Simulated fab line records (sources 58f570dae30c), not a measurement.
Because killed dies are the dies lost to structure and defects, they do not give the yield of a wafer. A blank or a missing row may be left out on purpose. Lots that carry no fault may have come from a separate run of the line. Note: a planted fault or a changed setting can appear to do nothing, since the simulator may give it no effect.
fab line records	flow berkeley_cmos170
record lots=5	wafers=23
route steps=331 shown START@3 NWELL@18 ACTIVE@65 FIELD@90 NVT@112 PVT@120 GATE@125 PLDD@146 NLDD@167
start_h: the number of hours between the record's first day and the start of the first shown wafer of the lot	wait_h: how many hours have passed since the lot's step before this one	" the same as in the row above	L1.1+2: several wafers, shown together as one row	- no value, or no start was given	* or withheld: withheld	< > ~ a bound
route shown NAME@n: names a module that has steps shown in the file, with the first one's number in the route	usual: mean/standard deviation taken from wafers without a fault	same: alike in all rows	chamber/n: place in a boat	sites: each site's reading	_std_site: standard deviation across them	_edge_site: outer sites' mean less inner sites'	radius_mm: for every site, how far away it sits from the centre of the wafer	mask NAME#n: copy n	behind: the last tool/chamber to shape the wafer	hold: why the lot was held/for how many hours/how that ended	device: the transistor (n, p or np) that didn't switch	end of line: tests of these same wafers at the route's end	a step with no rows: only its recipe	killed: the dies lost at the first sort to structure and to defects; this is not the yield of the wafer	map: dies across one wafer; x = killed, . = not, _ = none there
set.NAME: the setting as run; set.NAME@STEP: as run at that earlier step	model.NAME: the simulator's own value behind a step, which no gauge read
lots with deliberately changed settings; one table per step, one row per wafer
## steps
# step UCB170_START_OXIDATION_02
# recipe temp_c=950	ambient=O2	target_thk_a=200	ox_time_s=1800
lot.wafer	tool	chamber	start_h	wait_h	set.ox_time_s	model.SiO2_of_START_OXIDATION_02.thk_nm
L078.1	-	-	-	5.8	1578	18.56
L078.2	"	-	"	"	1578	18.48
L078.3	"	-	"	"	1578	18.76
L078.4	"	-	"	"	1578	18.37
L078.6	"	-	"	"	1578	18.19
L079.2	furnace-02	0	35.96	0.7	1800	19.93
L079.3	"	0	"	"	1800	19.46
L079.6	"	0	"	"	1800	20.01
L081.1	-	-	-	3.1	1603	18.87
L081.2	"	-	"	"	1603	18.68
L081.3	"	-	"	"	1603	18.54
L081.5	"	-	"	"	1603	18.7
L081.6	"	-	"	"	1603	18.41
L084.1	-	-	-	4.2	1982	21.33
L084.2	"	-	"	"	1982	21.32
L084.4	"	-	"	"	1982	21.22
L084.5	"	-	"	"	1982	21.09
L084.6	"	-	"	"	1982	21.04
L085.1	-	-	-	4.3	1578	18.62
L085.2	"	-	"	"	1578	18.59
L085.3	"	-	"	"	1578	18.33
L085.4	"	-	"	"	1578	18.45
L085.6	"	-	"	"	1578	18.55
# step UCB170_START_THK_MEAS_03
# recipe reads=SiO2_of_START_OXIDATION_02
# usual START_OXIDE_THK=20.1/0.4
lot.wafer	tool	chamber	start_h	wait_h	set.ox_time_s@START_OXIDATION_02	START_OXIDE_THK[nm]
L078.1	film_metro-02	-	-	-	1578	18.6
L078.2	"	-	"	"	1578	18.5
L078.3	"	-	"	"	1578	18.8
L078.4	"	-	"	"	1578	18.3
L078.6	"	-	"	"	1578	18.2
L079.2	film_metro-03	-	37.48	0.0	1800	19.9
L079.3	"	-	"	"	1800	19.4
L079.6	"	-	"	"	1800	20.0
L081.1	film_metro-04	-	-	-	1603	18.9
L081.2	"	-	"	"	1603	18.6
L081.3	"	-	"	"	1603	18.6
L081.5	"	-	"	"	1603	18.7
L081.6	"	-	"	"	1603	18.4
L084.1	film_metro-04	-	-	-	1982	21.3
L084.2	"	-	"	"	1982	21.3
L084.4	"	-	"	"	1982	21.2
L084.5	"	-	"	"	1982	21.1
L084.6	"	-	"	"	1982	21.1
L085.1	film_metro-03	-	-	-	1578	18.7
L085.2	"	-	"	"	1578	18.6
L085.3	"	-	"	"	1578	18.3
L085.4	"	-	"	"	1578	18.5
L085.6	"	-	"	"	1578	18.6
# step UCB170_NWELL_CVD_04
# recipe material=Si3N4	target_thk_nm=224	temp_c=800	precursor=SiH2Cl2/NH3	time_s=3360	pressure_mtorr=200	sih2cl2_flow_sccm=25	nh3_flow_sccm=75
lot.wafer	tool	chamber	start_h	wait_h	set.time_s	model.Si3N4_of_NWELL_CVD_04.thk_nm
L078.1+2	-	-	-	0.3	2959	203.5
L078.3+4	"	-	"	"	2959	202.4
L078.6	"	-	"	"	2959	202.6
L079.2	lpcvd-02	0	52.73	0.3	3360	228.6
L079.3	"	0	"	"	3360	228
L079.6	"	0	"	"	3360	226.8
L081.1	-	-	-	0.1	3077	206.9
L081.2	"	-	"	"	3077	207.2
L081.3	"	-	"	"	3077	208.9
L081.5	"	-	"	"	3077	207.5
L081.6	"	-	"	"	3077	207.1
L084.1	-	-	-	0.0	3108	205.2
L084.2	"	-	"	"	3108	204.9
L084.4	"	-	"	"	3108	207.1
L084.5	"	-	"	"	3108	205.5
L084.6	"	-	"	"	3108	205
L085.1	-	-	-	0.0	3067	203.2
L085.2	"	-	"	"	3067	203.7
L085.3	"	-	"	"	3067	205
L085.4	"	-	"	"	3067	203.6
L085.6	"	-	"	"	3067	206.6
# step UCB170_NWELL_ETCH_13
# recipe chemistry=CH3F/Ar/O2	target=Si3N4	stop_on=SiO2	CH3F_flow_sccm=20	Ar_flow_sccm=50	O2_flow_sccm=7	pressure_mtorr=50	rf_w=450	target_depth_a=2464	over_etch_frac=0.1	time_s=154
lot.wafer	tool	chamber	start_h	wait_h	set.over_etch_frac	set.time_s@NWELL_CVD_04	model.etch.depth_nm
L078.1+2	rie_diel-01	1,3	55.69	0.0	0.1	2959	203.5
L078.3+4+6	"	0,2,0	"	"	0.1	2959	-
L079.2	rie_diel-04	1	55.81	0.0	0.1	3360	228.6
L079.3	"	2	"	"	0.1	3360	228
L079.6	"	2	"	"	0.1	3360	226.8
L081.1	rie_diel-04	2	72.55	0.0	0.07878	3077	206.9
L081.2+5	"	0,1	"	"	0.1	3077	-
L081.3	"	3	"	"	0.07878	3077	-
L081.6	"	0	"	"	0.1	3077	207.1
L084.1	rie_diel-04	3	88.16	0.0	0.07016	3108	205.2
L084.2	"	2	"	"	0.07016	3108	204.9
L084.4	"	0	"	"	0.07016	3108	207.1
L084.5+6	"	2,3	"	"	0.1	3108	-
L085.1	rie_diel-01	1	94.40	0.0	0.1	3067	203.2
L085.2+4	"	3,0	"	"	0.1	3067	-
L085.3	"	2	"	"	0.1	3067	205
L085.6	"	0	"	"	0.1	3067	206.6
# step UCB170_ACTIVE_CVD_05
# recipe material=Si3N4	target_thk_nm=220	temp_c=800	precursor=SiH2Cl2/NH3	time_s=3300	pressure_mtorr=200	sih2cl2_flow_sccm=25	nh3_flow_sccm=75
lot.wafer	tool	chamber	start_h	wait_h	set.pressure_mtorr	model.Si3N4_of_ACTIVE_CVD_05.thk_nm
L078.1	-	-	-	0.0	218.6	226.8
L078.2	"	-	"	"	218.6	226.4
L078.3	"	-	"	"	218.6	226.7
L078.4	"	-	"	"	218.6	226.5
L078.6	"	-	"	"	218.6	226.6
L079.2	lpcvd-01	0	109.27	0.0	200	221.7
L079.3	"	0	"	"	200	223
L079.6	"	0	"	"	200	222.7
L081.1	-	-	-	0.7	182	211.6
L081.2	"	-	"	"	182	212.3
L081.3	"	-	"	"	182	212.5
L081.5	"	-	"	"	182	213.5
L081.6	"	-	"	"	182	214.9
L084.1	-	-	-	0.0	189.6	218
L084.2	"	-	"	"	189.6	216.2
L084.4	"	-	"	"	189.6	217.1
L084.5	"	-	"	"	189.6	217.7
L084.6	"	-	"	"	189.6	217.5
L085.1	-	-	-	0.0	200	223.6
L085.2+3	"	-	"	"	200	221.4
L085.4	"	-	"	"	200	221.2
L085.6	"	-	"	"	200	223.2
# step UCB170_ACTIVE_THK_MEAS_06
# recipe reads=Si3N4_of_ACTIVE_CVD_05
# usual ACTIVE_NITRIDE_THK=220.0/2.1
lot.wafer	tool	chamber	start_h	wait_h	set.pressure_mtorr@ACTIVE_CVD_05	ACTIVE_NITRIDE_THK[nm]
L078.1	film_metro-04	-	-	-	218.6	226.6
L078.2	"	-	"	"	218.6	226.5
L078.3	"	-	"	"	218.6	226.8
L078.4	"	-	"	"	218.6	226.5
L078.6	"	-	"	"	218.6	226.6
L079.2	film_metro-03	-	111.20	0.0	200	221.6
L079.3	"	-	"	"	200	222.7
L079.6	"	-	"	"	200	222.7
L081.1	film_metro-03	-	-	-	182	211.5
L081.2	"	-	"	"	182	212.2
L081.3	"	-	"	"	182	212.6
L081.5	"	-	"	"	182	213.4
L081.6	"	-	"	"	182	214.9
L084.1	film_metro-02	-	-	-	189.6	217.9
L084.2	"	-	"	"	189.6	216.4
L084.4	"	-	"	"	189.6	217.0
L084.5	"	-	"	"	189.6	217.6
L084.6	"	-	"	"	189.6	217.4
L085.1	film_metro-02	-	-	-	200	223.6
L085.2	"	-	"	"	200	221.4
L085.3	"	-	"	"	200	221.4
L085.4	"	-	"	"	200	221.1
L085.6	"	-	"	"	200	223.3
# step UCB170_FIELD_OXIDATION_01
# recipe temp_c=1000	ambient=H2O	p_h2o_torr=584.62	target_thk_a=5583	ox_time_s=7200
lot.wafer	tool	chamber	start_h	wait_h	set.ox_time_s	set.pressure_mtorr@ACTIVE_CVD_05	model.SiO2_of_FIELD_OXIDATION_01.thk_nm	model.Si3N4_of_ACTIVE_CVD_05.thk_nm
L078.1	-	-	-	5.9	7200	218.6	548	219.5
L078.2	"	-	"	"	7200	218.6	551.4	219.1
L078.3	"	-	"	"	7200	218.6	564.5	219.4
L078.4	"	-	"	"	7200	218.6	556	219.3
L078.6	"	-	"	"	7200	218.6	555.6	219.4
L079.2	furnace-02	0	123.62	5.8	7200	200	549.8	214.4
L079.3	"	0	"	"	7200	200	563	215.8
L079.6	"	0	"	"	7200	200	564.6	215.4
L081.1	-	-	-	4.7	6321	182	488.2	204.9
L081.2	"	-	"	"	6321	182	490.2	205.6
L081.3	"	-	"	"	6321	182	489.4	205.8
L081.5	"	-	"	"	6321	182	494.7	206.8
L081.6	"	-	"	"	6321	182	496.9	208.2
L084.1	-	-	-	4.4	7787	189.6	587	210.4
L084.2	"	-	"	"	7787	189.6	582.6	208.6
L084.4	"	-	"	"	7787	189.6	588.8	209.5
L084.5	"	-	"	"	7787	189.6	589	210.1
L084.6	"	-	"	"	7787	189.6	575.6	209.9
L085.1	-	-	-	4.0	7200	200	556.4	216.4
L085.2	"	-	"	"	7200	200	550.8	214.2
L085.3	"	-	"	"	7200	200	546.3	214.1
L085.4	"	-	"	"	7200	200	552.1	213.9
L085.6	"	-	"	"	7200	200	554.1	216
# step UCB170_FIELD_THK_MEAS_02
# recipe reads=SiO2_of_FIELD_OXIDATION_01
# usual FIELD_OXIDE_THK=551/8.3
lot.wafer	tool	chamber	start_h	wait_h	set.ox_time_s@FIELD_OXIDATION_01	FIELD_OXIDE_THK[nm]
L078.1	film_metro-04	-	-	-	7200	548
L078.2	"	-	"	"	7200	551
L078.3	"	-	"	"	7200	565
L078.4	"	-	"	"	7200	556
L078.6	"	-	"	"	7200	556
L079.2	film_metro-03	-	126.63	0.0	7200	550
L079.3	"	-	"	"	7200	563
L079.6	"	-	"	"	7200	564
L081.1	film_metro-03	-	-	-	6321	488
L081.2	"	-	"	"	6321	490
L081.3	"	-	"	"	6321	489
L081.5	"	-	"	"	6321	495
L081.6	"	-	"	"	6321	497
L084.1	film_metro-03	-	-	-	7787	587
L084.2	"	-	"	"	7787	583
L084.4	"	-	"	"	7787	589
L084.5	"	-	"	"	7787	589
L084.6	"	-	"	"	7787	576
L085.1	film_metro-01	-	-	-	7200	556
L085.2	"	-	"	"	7200	551
L085.3	"	-	"	"	7200	546
L085.4	"	-	"	"	7200	552
L085.6	"	-	"	"	7200	554
# step UCB170_FIELD_ANNEAL_03
# recipe temp_c=1000	time_s=1200	ambient=N2
# step UCB170_FIELD_WET_ETCH_04
# recipe chemistry=dHF	dilution=10:1	target=SiO2	temp_c=25	time_s=60
lot.wafer	tool	chamber	start_h	wait_h	set.ox_time_s@FIELD_OXIDATION_01	model.SiO2_of_FIELD_OXIDATION_01.thk_nm
L078.1	wet_bench-02	3	132.71	0.0	7200	514.5
L078.2	"	3	"	"	7200	517.7
L078.3	"	3	"	"	7200	530.6
L078.4	"	3	"	"	7200	522.1
L078.6	"	3	"	"	7200	521.7
L079.2	wet_bench-02	3	132.71	0.0	7200	516.8
L079.3	"	3	"	"	7200	529.8
L079.6	"	3	"	"	7200	531.3
L081.1	wet_bench-03	2	152.91	0.0	6321	454.2
L081.2	"	2	"	"	6321	456.2
L081.3	"	2	"	"	6321	455.3
L081.5	"	2	"	"	6321	460.5
L081.6	"	2	"	"	6321	462.9
L084.1	wet_bench-03	3	159.26	0.0	7787	553.5
L084.2	"	3	"	"	7787	549
L084.4	"	3	"	"	7787	555.2
L084.5	"	3	"	"	7787	555.4
L084.6	"	3	"	"	7787	542.1
L085.1	wet_bench-04	1	168.91	0.1	7200	522.5
L085.2	"	1	"	"	7200	517
L085.3	"	1	"	"	7200	512.7
L085.4	"	1	"	"	7200	518.4
L085.6	"	1	"	"	7200	520.3
# step UCB170_FIELD_WET_ETCH_05
# recipe chemistry=H3PO4	target=Si3N4	temp_c=160	time_s=12600
# step UCB170_FIELD_WET_ETCH_06
# recipe chemistry=BOE	dilution=5:1	target=SiO2	temp_c=25	time_s=22
# step UCB170_FIELD_THK_MEAS_90
# recipe reads=SiO2_of_FIELD_OXIDATION_01
# usual FIELD_OXIDE_LEFT_1_THK=435/8.4
lot.wafer	tool	chamber	start_h	wait_h	set.ox_time_s@FIELD_OXIDATION_01	FIELD_OXIDE_LEFT_1_THK[nm]
L078.1	film_metro-03	-	136.25	0.0	7200	432
L078.2	"	-	"	"	7200	436
L078.3	"	-	"	"	7200	449
L078.4	"	-	"	"	7200	440
L078.6	"	-	"	"	7200	440
L079.2	film_metro-01	-	136.26	0.0	7200	434
L079.3	"	-	"	"	7200	447
L079.6	"	-	"	"	7200	448
L081.1	film_metro-04	-	156.45	0.0	6321	372
L081.2	"	-	"	"	6321	374
L081.3	"	-	"	"	6321	373
L081.5	"	-	"	"	6321	378
L081.6	"	-	"	"	6321	381
L084.1	film_metro-04	-	162.81	0.0	7787	470
L084.2	"	-	"	"	7787	466
L084.4	"	-	"	"	7787	472
L084.5	"	-	"	"	7787	472
L084.6	"	-	"	"	7787	459
L085.1	film_metro-01	-	172.49	0.0	7200	439
L085.2	"	-	"	"	7200	434
L085.3	"	-	"	"	7200	429
L085.4	"	-	"	"	7200	434
L085.6	"	-	"	"	7200	436
# step UCB170_NVT_STRIP_08
# recipe chemistry=O2	power_w=400	pressure_mtorr=3500	platen_temp_c=withheld	o2_flow_sccm=400	overash_fraction=0.5
# usual oes_product_au=0.734/0.0041
lot.wafer	tool	chamber	start_h	wait_h	set.overash_fraction	oes_product_au
L078.1	plasma_asher-03	1	155.45	0.1	0.6039	0.704
L078.2	"	0	"	"	0.5	0.738
L078.3	"	1	"	"	0.6039	0.706
L078.4	"	0	"	"	0.6039	0.701
L078.6	"	1	"	"	0.5	0.728
L079.2	plasma_asher-01	0	155.70	0.1	0.5	0.729
L079.3	"	0	"	"	0.5	0.736
L079.6	"	1	"	"	0.5	0.734
L081.1	plasma_asher-02	1	179.33	0.1	0.6394	0.699
L081.2	"	0	"	"	0.5	0.730
L081.3	"	1	"	"	0.6394	0.690
L081.5	"	0	"	"	0.5	0.731
L081.6	"	1	"	"	0.6394	0.687
L084.1	plasma_asher-01	1	185.94	0.1	0.6354	0.697
L084.2	"	0	"	"	0.5	0.733
L084.4	"	1	"	"	0.6354	0.691
L084.5	"	0	"	"	0.5	0.732
L084.6	"	1	"	"	0.6354	0.689
L085.1	plasma_asher-01	0	192.74	0.1	0.5931	0.707
L085.2	"	1	"	"	0.5931	0.703
L085.3	"	0	"	"	0.5931	0.707
L085.4	"	1	"	"	0.5	0.728
L085.6	"	1	"	"	0.5	0.743
# step UCB170_PVT_DEVELOP_05
# recipe developer=TMAH	develop_time_s=45	resist=KrF	dev_temp_c=21
lot.wafer	tool	chamber	start_h	wait_h	set.dev_temp_c
L078.1+2+4	litho_track-01	0	-	-	21
L078.3+6	"	0	"	"	24.6
L079.2+3+6	litho_track-04	0	-	-	21
L081.1+5	litho_track-04	0	-	-	21
L081.2+3+6	"	0	"	"	23.65
L084.1+4	litho_track-04	0	-	-	22.21
L084.2+5+6	"	0	"	"	21
L085.1+2+4	litho_track-04	0	-	-	17.3
L085.3+6	"	0	"	"	21
# step UCB170_PVT_IMPLANT_07
# recipe species=P	dose_cm2=2e+12	energy_kev=30	tilt_deg=7
# step UCB170_GATE_WET_ETCH_00
# recipe chemistry=dHF	dilution=25:1	target=SiO2	temp_c=25	time_s=196.8
# step UCB170_FIELD_THK_MEAS_91
# recipe reads=SiO2_of_FIELD_OXIDATION_01
# usual FIELD_OXIDE_LEFT_2_THK=347/8.4
lot.wafer	tool	chamber	start_h	wait_h	set.ox_time_s@FIELD_OXIDATION_01	FIELD_OXIDE_LEFT_2_THK[nm]
L078.1	film_metro-04	-	157.37	0.0	7200	346
L078.2	"	-	"	"	7200	349
L078.3	"	-	"	"	7200	362
L078.4	"	-	"	"	7200	354
L078.6	"	-	"	"	7200	353
L079.2	film_metro-04	-	157.69	0.0	7200	345
L079.3	"	-	"	"	7200	359
L079.6	"	-	"	"	7200	360
L081.1	film_metro-01	-	181.12	0.0	6321	284
L081.2	"	-	"	"	6321	286
L081.3	"	-	"	"	6321	286
L081.5	"	-	"	"	6321	291
L081.6	"	-	"	"	6321	293
L084.1	film_metro-01	-	189.91	0.0	7787	383
L084.2	"	-	"	"	7787	378
L084.4	"	-	"	"	7787	385
L084.5	"	-	"	"	7787	385
L084.6	"	-	"	"	7787	371
L085.1	film_metro-03	-	194.79	0.0	7200	351
L085.2	"	-	"	"	7200	347
L085.3	"	-	"	"	7200	341
L085.4	"	-	"	"	7200	347
L085.6	"	-	"	"	7200	349
# step UCB170_GATE_EXPOSE_09
# recipe mask_id=POLY	target_cd_nm=350	na=0.5	sigma_outer=0.6	source_shape=conventional	dose_mj=21
lot.wafer	tool	chamber	start_h	wait_h	mask	set.dose_mj
L078.1+4	krf_scanner-01	0	174.64	-	POLY#0	22.51
L078.2+3+6	"	0	"	"	POLY#0	21
L079.2+3+6	krf_scanner-02	0	174.90	-	POLY#0	21
L081.1+2+3+5+6	krf_scanner-02	0	197.82	-	POLY#0	21
L084.1+2+6	krf_scanner-01	0	206.83	-	POLY#0	21.76
L084.4+5	"	0	"	"	POLY#0	21
L085.1+3	krf_scanner-02	0	207.13	-	POLY#0	22.21
L085.2+4+6	"	0	"	"	POLY#0	21
# step UCB170_PLDD_COAT_01
# recipe resist=KrF	spin_rpm=1500	resist_thk_nm=900
lot.wafer	tool	chamber	start_h	wait_h	set.resist_thk_nm	model.KrF_of_PLDD_COAT_01.thk_nm
L078.1	litho_track-02	0	175.83	0.1	937.1	935.2
L078.2	"	0	"	"	900	900.1
L078.3	"	0	"	"	900	898.7
L078.4	"	0	"	"	937.1	938.1
L078.6	"	0	"	"	937.1	935
L079.2	litho_track-04	0	176.41	0.1	900	897.1
L079.3	"	0	"	"	900	898
L079.6	"	0	"	"	900	898.2
L081.1	litho_track-04	0	199.07	0.1	900	902.1
L081.2	"	0	"	"	900	900.8
L081.3	"	0	"	"	856.7	857.1
L081.5	"	0	"	"	856.7	858.3
L081.6	"	0	"	"	856.7	856
L084.1+4	litho_track-02	0	208.25	0.1	876.3	874.5
L084.2	"	0	"	"	876.3	872.2
L084.5	"	0	"	"	900	898.7
L084.6	"	0	"	"	900	900
L085.1	litho_track-03	0	208.44	0.1	900	898
L085.2	"	0	"	"	900	895
L085.3	"	0	"	"	900	899.4
L085.4	"	0	"	"	900	897.4
L085.6	"	0	"	"	900	897.5
# step UCB170_PLDD_SOFTBAKE_02
# recipe resist=KrF	temp_c=130	time_s=60
# step UCB170_PLDD_EXPOSE_03
# recipe mask_id=PSELECT	na=0.5	sigma_outer=0.6	source_shape=conventional	target_cd_nm=1200	dose_mj=30
# step UCB170_PLDD_IMPLANT_08
# recipe species=BF2	dose_cm2=5e+13	energy_kev=10	tilt_deg=7	rotation_deg=0
# step UCB170_PLDD_IMPLANT_09
# recipe species=BF2	dose_cm2=5e+13	energy_kev=10	tilt_deg=7	rotation_deg=180
# step UCB170_PLDD_STRIP_10
# recipe chemistry=O2	power_w=400	pressure_mtorr=3500	platen_temp_c=withheld	o2_flow_sccm=400	overash_fraction=0.5
# usual strip_time_to_endpoint_s=21.61/0.049
lot.wafer	tool	chamber	start_h	wait_h	set.resist_thk_nm@PLDD_COAT_01	strip_time_to_endpoint_s
L078.1	plasma_asher-04	0	177.53	0.1	937.1	22.48
L078.2	"	1	"	"	900	21.61
L078.3	"	1	"	"	900	21.60
L078.4	"	0	"	"	937.1	22.54
L078.6	"	1	"	"	937.1	22.45
L079.2	plasma_asher-01	1	177.66	0.1	900	21.56
L079.3	"	1	"	"	900	21.60
L079.6	"	1	"	"	900	21.59
L081.1	plasma_asher-01	1	200.35	0.1	900	21.70
L081.2	"	0	"	"	900	21.67
L081.3	"	0	"	"	856.7	20.59
L081.5	"	0	"	"	856.7	20.64
L081.6	"	1	"	"	856.7	20.56
L084.1	plasma_asher-04	1	209.58	0.1	876.3	21.03
L084.2	"	0	"	"	876.3	20.95
L084.4	"	0	"	"	876.3	21.03
L084.5	"	0	"	"	900	21.58
L084.6	"	1	"	"	900	21.63
L085.1	plasma_asher-01	1	209.98	0.1	900	21.58
L085.2	"	0	"	"	900	21.52
L085.3	"	0	"	"	900	21.61
L085.4	"	1	"	"	900	21.58
L085.6	"	1	"	"	900	21.56
# step UCB170_NLDD_IMPLANT_09
# recipe species=As	dose_cm2=5e+13	energy_kev=30	tilt_deg=7	rotation_deg=180
lot.wafer	tool	chamber	start_h	wait_h	set.dose_cm2
L078.1+2+6	implanter-01	0	179.51	0.1	5e+13
L078.3+4	"	0	"	"	5.115e+13
L079.2+3+6	implanter-03	0	180.11	0.1	5e+13
L081.1+2+3+5+6	implanter-03	0	201.97	0.1	5e+13
L084.1+2+4+5+6	implanter-03	0	211.54	0.1	5e+13
L085.1+3+4	implanter-01	0	211.90	0.1	5e+13
L085.2+6	"	0	"	"	5.168e+13
## key
split step=UCB170_START_OXIDATION_02	setting=ox_time_s	stated=1800	by=lot
response step=UCB170_START_OXIDATION_02	reading=model.SiO2_of_START_OXIDATION_02.thk_nm	change=+0.119	per=1%	r=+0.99
response step=UCB170_START_THK_MEAS_03	reading=START_OXIDE_THK	change=+0.119	per=1%	r=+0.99
split step=UCB170_NWELL_CVD_04	setting=time_s	stated=3360	by=lot
response step=UCB170_NWELL_CVD_04	reading=model.Si3N4_of_NWELL_CVD_04.thk_nm	change=+2.13	per=1%	r=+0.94
response step=UCB170_NWELL_ETCH_13	reading=model.etch.depth_nm	change=+2.29	per=1%	r=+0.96
split step=UCB170_NWELL_ETCH_13	setting=over_etch_frac	stated=0.1	by=wafer
response none clear
split step=UCB170_ACTIVE_CVD_05	setting=pressure_mtorr	stated=200	by=lot
response step=UCB170_ACTIVE_CVD_05	reading=model.Si3N4_of_ACTIVE_CVD_05.thk_nm	change=+0.736	per=1%	r=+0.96
response step=UCB170_ACTIVE_THK_MEAS_06	reading=ACTIVE_NITRIDE_THK	change=+0.738	per=1%	r=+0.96
response step=UCB170_FIELD_OXIDATION_01	reading=model.Si3N4_of_ACTIVE_CVD_05.thk_nm	change=+0.72	per=1%	r=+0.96
split step=UCB170_FIELD_OXIDATION_01	setting=ox_time_s	stated=7200	by=lot
response step=UCB170_FIELD_OXIDATION_01	reading=model.SiO2_of_FIELD_OXIDATION_01.thk_nm	change=+4.63	per=1%	r=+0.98
response step=UCB170_FIELD_THK_MEAS_02	reading=FIELD_OXIDE_THK	change=+4.64	per=1%	r=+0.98
response step=UCB170_FIELD_WET_ETCH_04	reading=model.SiO2_of_FIELD_OXIDATION_01.thk_nm	change=+4.66	per=1%	r=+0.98
response step=UCB170_FIELD_THK_MEAS_90	reading=FIELD_OXIDE_LEFT_1_THK	change=+4.59	per=1%	r=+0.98
response step=UCB170_FIELD_THK_MEAS_91	reading=FIELD_OXIDE_LEFT_2_THK	change=+4.61	per=1%	r=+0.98
split step=UCB170_NVT_STRIP_08	setting=overash_fraction	stated=0.5	by=wafer
response step=UCB170_NVT_STRIP_08	reading=oes_product_au	change=-0.00146	per=1%	r=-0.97
split step=UCB170_PVT_DEVELOP_05	setting=dev_temp_c	stated=21	by=wafer
response none clear
split step=UCB170_GATE_EXPOSE_09	setting=dose_mj	stated=21	by=wafer
response none in this file
split step=UCB170_PLDD_COAT_01	setting=resist_thk_nm	stated=900	by=wafer
response step=UCB170_PLDD_COAT_01	reading=model.KrF_of_PLDD_COAT_01.thk_nm	change=+9.18	per=1%	r=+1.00
response step=UCB170_PLDD_STRIP_10	reading=strip_time_to_endpoint_s	change=*	per=1%	r=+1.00
split step=UCB170_NLDD_IMPLANT_09	setting=dose_cm2	stated=5e+13	by=wafer
response none in this file
